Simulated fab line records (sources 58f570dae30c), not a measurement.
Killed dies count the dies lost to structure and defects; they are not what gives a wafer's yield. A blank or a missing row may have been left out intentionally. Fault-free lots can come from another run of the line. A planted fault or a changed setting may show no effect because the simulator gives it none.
2 desks looking at one fault :: flow berkeleyCmos170 :: each desk holds nothing but its own numbers, with what lay behind them at the end

## FROM THE METROLOGY DESK
Means of the sampled wafers that have a number, per lot and without regard to the tool the lot ran on: this is what the gauges read. If a lot's mean is further than 4 standard deviations from the usual mean, the lot is out of limits and carries the mark OUT (the distance appears in the brackets).
Columns: A = PLDD_RS at UCB170_SDANNEAL_RS_MEAS_04, usual 1031.5 ohm/sq; B = V1_BOW at UCB170_V1_BOW_MEAS_03, usual 17 um; C = M3_AL_THK at UCB170_M3_THK_MEAS_03, usual 900 nm
lot: L878
first seen here: day 8 02:01
A: 1030.6
B: 15
C: 901

lot: L879
first seen here: day 8 15:53
A: 1031.9
B: 12
C: 900

lot: L880
first seen here: day 8 16:11
A: 1032.5
B: 21
C: 907

lot: L883
first seen here: day 9 12:11
A: 1037.5
B: 17
C: 895

lot: L884
first seen here: day 9 13:02
A: 1034.4
B: 17
C: 900

lot: L885
first seen here: day 9 13:38
A: 1029.7
B: 19
C: 892

lot: L886
first seen here: day 9 13:39
A: 1030.6
B: 22
C: 904

lot: L881
first seen here: day 9 13:59
A: 1029.3
B: 20
C: 894

lot: L888
first seen here: day 9 20:21
A: 1033.5
B: 19
C: 897

lot: L889
first seen here: day 10 09:21
A: 898.3 (-48) OUT
B: -
C: -

lot: L890
first seen here: day 10 09:56
A: 902.9 (-46) OUT
B: -
C: -

lot: L893
first seen here: day 11 00:23
A: 1032.1
B: 17
C: 888

lot: L896
first seen here: day 11 16:44
A: 1033.9
B: 24
C: 898

lot: L897
first seen here: day 11 16:53
A: 1031.6
B: 13
C: 893
This desk reports L889, L890 out of limits; the earliest was L889 at day 10 09:21 (PLDD_RS at UCB170_SDANNEAL_RS_MEAS_04). L878, L879, L880, L883, L884, L885, L886, L881, L888, L893, L896, L897 stayed within limits.

## DESK OF THE TOOL OWNER: furnace-02
Per lot that ran on this tool, the mean of the sampled wafers carrying a number, from the tool's own readings at UCB170_SPACER_ANNEAL_02 (time 1800 s). If a lot's mean is further than 4 standard deviations from the usual mean, the lot is out of limits and carries the mark OUT (the distance appears in the brackets).
Columns: A = spikeTcCentreC at UCB170_SPACER_ANNEAL_02, usual 902.6 C; B = spikeTcLoadC at UCB170_SPACER_ANNEAL_02, usual 923.2 C; C = spikeTcSourceC at UCB170_SPACER_ANNEAL_02, usual 922.1 C; D = tubeCenterTempC at UCB170_SPACER_ANNEAL_02, usual 900 C; E = tube_center_temp_C_max at UCB170_SPACER_ANNEAL_02, usual 902.3; F = zonePowerCentrePct at UCB170_SPACER_ANNEAL_02, usual 41.4 %; G = zonePowerSourcePct at UCB170_SPACER_ANNEAL_02, usual 25.8 %
lot: L881
first seen here: day 9 05:07
A: 902.1
B: 923.1
C: 921.7
D: 900
E: 901.9
F: 40.9
G: 27.6

lot: L883
first seen here: day 9 05:07
A: 901.2
B: 922.2
C: 921.0
D: 900
E: 901.9
F: 41.0
G: 27.3

lot: L884
first seen here: day 9 05:07
A: 902.0
B: 923.3
C: 921.4
D: 900
E: 902.7
F: 40.6
G: 27.5

lot: L885
first seen here: day 9 05:07
A: 902.6
B: 922.4
C: 920.4
D: 900
E: 902.1
F: 41.1
G: 27.3

lot: L886
first seen here: day 9 05:07
A: 902.4
B: 921.1
C: 921.8
D: 900
E: 902.3
F: 40.5
G: 27.6

lot: L889
first seen here: day 10 02:41
A: 953.2 (+46) OUT
B: 972.2 (+21) OUT
C: 971.9 (+26) OUT
D: 950 (+99 or more) OUT
E: 951.9 (+99 or more) OUT
F: 43.6
G: 31.4

lot: L890
first seen here: day 10 02:41
A: 952.2 (+45) OUT
B: 973.1 (+22) OUT
C: 972.4 (+26) OUT
D: 950 (+99 or more) OUT
E: 952.4 (+99 or more) OUT
F: 43.5
G: 31.1
Finding of this desk: L889, L890 out of limits; the first was L889 at day 10 02:41, on spikeTcCentreC at UCB170_SPACER_ANNEAL_02. L881, L883, L884, L885, L886 stayed within limits.

## ALL TOGETHER
The tool owner's desk had the chance to raise an alarm at day 10 02:41 on L889, L890.
L889, L890 would have let the metrology desk raise an alarm at day 10 09:21.
UCB170_SPACER_ANNEAL_02 was run on furnace-02 by each of the lots named.

## WHAT THE SIMULATOR PUT IN
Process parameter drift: furnace-02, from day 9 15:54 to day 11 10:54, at UCB170_SPACER_ANNEAL_02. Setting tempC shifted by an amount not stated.
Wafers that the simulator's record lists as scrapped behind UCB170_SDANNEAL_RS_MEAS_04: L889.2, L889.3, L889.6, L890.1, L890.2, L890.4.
Struck lots among those shown: L889, L890.
Delay (hours) between the fault's onset and each desk's first out-of-limits reading: 11 at the tool owner's desk, 17 at the metrology desk.
